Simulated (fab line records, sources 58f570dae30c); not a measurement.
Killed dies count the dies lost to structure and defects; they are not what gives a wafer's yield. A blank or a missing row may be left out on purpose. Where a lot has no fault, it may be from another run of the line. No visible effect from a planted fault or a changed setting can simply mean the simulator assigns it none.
One fault through the eyes of 2 desks	flow berkeleyCmos170	each desk holds nothing but its own numbers, with what lay behind them at the end

## FROM THE METROLOGY DESK
Lot by lot, what the gauges showed, no matter which tool ran the lot: averages of those sampled wafers that carry a number. A lot is out of limits, marked OUT, if its mean lies more than 4 standard deviations from the usual mean; the brackets give that distance.
Columns: A = SPACER_TEOS_THK at UCB170_SPACER_THK_MEAS_01, usual 375 nm
lot	first seen here	A
L633	day 7 10:47	380
L636	day 8 14:11	374
L635	day 8 14:12	373
L637	day 8 14:46	371
L634	day 8 14:59	374
L644	day 10 00:09	361
L646	day 10 01:04	376
L648	day 10 14:34	368
L649	day 11 07:37	372
L653	day 11 09:38	369
L651	day 12 07:21	374
L654	day 12 09:10	378
L655	day 12 13:31	380
Finding of this desk: none of the 13 lots has anything out of limits.

## THE TOOL OWNER'S DESK: pecvd-04
The tool's own readings at UCB170_SPACER_CVD_00 (deposits SiO2 from TEOS/O2, target thk 376 nm, time 47 s): means of the sampled wafers that have a number, for each lot that ran on this tool. A lot is out of limits, marked OUT, if its mean lies more than 4 standard deviations from the usual mean; the brackets give that distance.
Columns: A = heaterPowerW at UCB170_SPACER_CVD_00, usual 227 W; B = rfFwdPowerW at UCB170_SPACER_CVD_00, usual 544.9 W
lot	first seen here	A	B
L635	day 8 14:08	255	543.2
L637	day 8 14:42	262	543.0
L644	day 10 00:07	259	542.9
Finding of this desk: none of the 3 lots has anything out of limits.

## TAKEN TOGETHER
The metrology desk saw nothing out of limits.
The tool owner's desk saw nothing out of limits.

## WHAT WAS PUT IN BY THE SIMULATOR
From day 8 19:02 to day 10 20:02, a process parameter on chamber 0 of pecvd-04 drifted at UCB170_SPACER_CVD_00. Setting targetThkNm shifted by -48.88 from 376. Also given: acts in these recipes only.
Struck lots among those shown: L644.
